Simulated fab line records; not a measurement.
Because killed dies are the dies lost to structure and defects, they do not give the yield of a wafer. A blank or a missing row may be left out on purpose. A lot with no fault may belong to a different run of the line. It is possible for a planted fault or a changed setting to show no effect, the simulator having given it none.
Split-lot trial ; flow berkeleyCmos170 ; on a route of 331 steps: 5 lots, 23 wafers read

## ABOUT THE SPLIT
At UCB170_ACTIVE_STRIP_16 (strips in O2), the setting powerW was moved away from the recipe's 400 W on 6 of the 23 wafers read, by -12.0% to -10.2%. All remaining wafers had this setting at the recipe value.

Reading taken at the split's own step.

## THE READING
oesProductAu, in a.u., at UCB170_ACTIVE_STRIP_16 (strips in O2). A value of 0.720 a.u. with a standard deviation of 0.0039 a.u. is what fault-free wafers of this fab line usually give.

wafer;tool, chamber at the split;powerW as run, W;against the recipe;oesProductAu, a.u.;against lot-mates on the recipe
L074.1;plasmaAsher-03, 0;400;recipe;0.717;-
L074.2;plasmaAsher-03, 1;400;recipe;0.717;-
L074.3;plasmaAsher-03, 0;400;recipe;0.721;-
L074.4;plasmaAsher-03, 1;400;recipe;0.721;-
L074.5;plasmaAsher-03, 0;400;recipe;0.721;-
L076.1;plasmaAsher-02, 0;400;recipe;0.714;-
L076.2;plasmaAsher-02, 1;359.3;-10.2%;0.682;-0.035
L076.3;plasmaAsher-02, 1;359.3;-10.2%;0.688;-0.029
L076.5;plasmaAsher-02, 0;359.3;-10.2%;0.687;-0.030
L076.6;plasmaAsher-02, 1;400;recipe;0.720;-
L079.1;plasmaAsher-02, 1;400;recipe;0.723;-
L079.2;plasmaAsher-02, 0;352;-12.0%;0.667;-0.052
L079.3;plasmaAsher-02, 1;400;recipe;0.715;-
L079.4;plasmaAsher-02, 0;352;-12.0%;0.678;-0.041
L079.6;plasmaAsher-02, 0;352;-12.0%;0.676;-0.043
L082.1;plasmaAsher-02, 0;400;recipe;0.716;-
L082.2;plasmaAsher-02, 1;400;recipe;0.723;-
L082.6;plasmaAsher-02, 0;400;recipe;0.719;-
L083.2;plasmaAsher-03, 1;400;recipe;0.716;-
L083.3;plasmaAsher-03, 0;400;recipe;0.716;-
L083.4;plasmaAsher-03, 1;400;recipe;0.723;-
L083.5;plasmaAsher-03, 0;400;recipe;0.724;-
L083.6;plasmaAsher-03, 1;400;recipe;0.720;-

FIT RESULTS
A straight line over all 23 wafers: oesProductAu changes by +0.00359 a.u. for each +1% of powerW; r = +0.98; the points scatter about the line by 0.0038 a.u.
The same after taking each lot's own level away (the mean of its wafers on the recipe; 23 wafers): +0.0035 a.u. for each +1%; r = +0.98; scatter 0.004 a.u.
On that fit, the largest move of powerW shifts the reading by 0.042 a.u.
From 0.7170 to 0.7198 a.u.: that is the span of the lots' own levels, equal to 0.7 times the standard deviation above.
The two slopes are in agreement: the lot-to-lot level therefore moves the slope only a little.
Check: for one of the wafers moved furthest among these (-12.0%), held out of the fit, the line's prediction against its lot-mates is -0.0394 a.u. It came out at -0.052 a.u. against them.
Tool readings at the split's step, against how far the setting was moved: oesProductAu r = +0.98; stripTimeToEndpointS r = -0.99.

## ADDITIONAL SPLITS CARRIED BY THESE WAFERS
These wafers also went through other splits before the reading. Each is held against what the fit with the lots' levels taken away leaves over:
other split on the same wafers;wafers away from the commonest value;r with oesProductAu (lot level and that fit taken away)
UCB170_NWELL_CVD_04 tempC;15;-0.25
UCB170_NWELL_ETCH_13 timeS;10;-0.01
UCB170_WELLDRIVE_OXIDATION_01 tempC;15;+0.16

## THE WHOLE CHAIN: every reading that the file lists as answering this split, in the file's order
step;what it does;reading;change (the file's fit);r (the file's)
UCB170_ACTIVE_STRIP_16;strips in O2;oesProductAu;+0.00348 a.u. for each +1% of the setting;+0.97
UCB170_ACTIVE_STRIP_16;strips in O2;stripTimeToEndpointS;withheld for each +1% of the setting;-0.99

## THE FILE'S OWN FIT
oesProductAu changes by +0.00348 a.u. for each +1% of powerW, r = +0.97.
